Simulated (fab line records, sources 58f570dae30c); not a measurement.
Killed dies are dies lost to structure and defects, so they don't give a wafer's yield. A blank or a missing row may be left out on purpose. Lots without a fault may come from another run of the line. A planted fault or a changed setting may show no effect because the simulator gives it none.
A struck lot beside a sound one | flow berkeley_cmos170 | 18 steps out of a route of 331
Sound: wafers L809.1, L809.2, L809.4. Struck: wafers L810.3, L810.4, L810.5. The cause comes at the end.
At each step with rows: each side's tool, then ch and its chambers, then its first start. Under that, the readings that differ: sound wafers | struck wafers | difference of the means | sigmas: that difference in standard deviations of wafers without a fault.
alike: readings whose means differ by less than 2 such deviations, and words and numbers that are the same on both sides. not compared: withheld readings, readings that some wafer has no value for, bounds like >300 that may hide the same value, and numbers for which the record gives no deviation and whose values overlap.
The two part at a step that has a row with sigmas, a row that says differs or no value, or rows on one side only. Numbers that don't overlap but have no deviation are shown without sigmas and don't part them. A reading that every wafer of one side lacks parts them only if that side has two wafers or more.

first, 4 steps without rows for these wafers: UCB170_NVT_SOFTBAKE_02 (time 60 s); UCB170_NVT_EXPOSE_03 (exposes mask PWELL, target cd 3000 nm); UCB170_NVT_PEB_04; UCB170_NVT_DEVELOP_05 (develop time 45 s).
UCB170_NVT_OVL_MEAS_06:
  sound on overlay-01, day 8 16:02; struck on overlay-02, day 8 16:20
  alike: NVT_OVL
then, 1 step without rows for these wafers: UCB170_NVT_IMPLANT_07.
UCB170_NVT_STRIP_08: strips in O2.
  sound on plasma_asher-03 ch 0,1, day 8 16:14; struck on plasma_asher-01 ch 0,1, day 8 16:32
  alike: drypump_motor_current_A, oes_product_au, strip_time_to_endpoint_s
  not compared: rf_hours_counter_h
UCB170_NVT_TW_MEAS_09:
  sound on film_metro-04, day 8 16:20; struck on film_metro-03, day 8 16:37
  alike: NVT_TW
then, 4 steps without rows for these wafers: UCB170_NVT_CLEAN_10 (cleans in SPM, time 600 s); UCB170_PVT_HMDS_00 (prime time 60 s); UCB170_PVT_COAT_01 (resist thk 900 nm); UCB170_PVT_SOFTBAKE_02 (time 60 s).
UCB170_PVT_EXPOSE_03: exposes mask NWELL, target cd 3000 nm.
  sound on krf_scanner-01 ch 0, day 8 17:20; struck on krf_scanner-01 ch 0, day 8 19:03
  reading                     | sound             | struck            | difference | sigmas
  model.PVT.overlay_x_nm (nm) | 4.383 4.383 4.383 | 525.5 525.5 525.5 | +521.1     |
  alike: mask
then, 2 steps without rows for these wafers: UCB170_PVT_PEB_04; UCB170_PVT_DEVELOP_05 (develop time 45 s).
UCB170_PVT_OVL_MEAS_06:
  sound on overlay-01, day 8 18:03; struck on overlay-01, day 8 19:34
  reading      | sound  | struck      | difference | sigmas
  PVT_OVL (nm) | 7 -2 5 | 519 528 525 | +521       | +99 or more
then, 2 steps without rows for these wafers: UCB170_PVT_IMPLANT_07; UCB170_M3_PROBE_99.

WHERE THEY PART
Only at UCB170_PVT_OVL_MEAS_06, within this record.

WHY: what the simulator had put in
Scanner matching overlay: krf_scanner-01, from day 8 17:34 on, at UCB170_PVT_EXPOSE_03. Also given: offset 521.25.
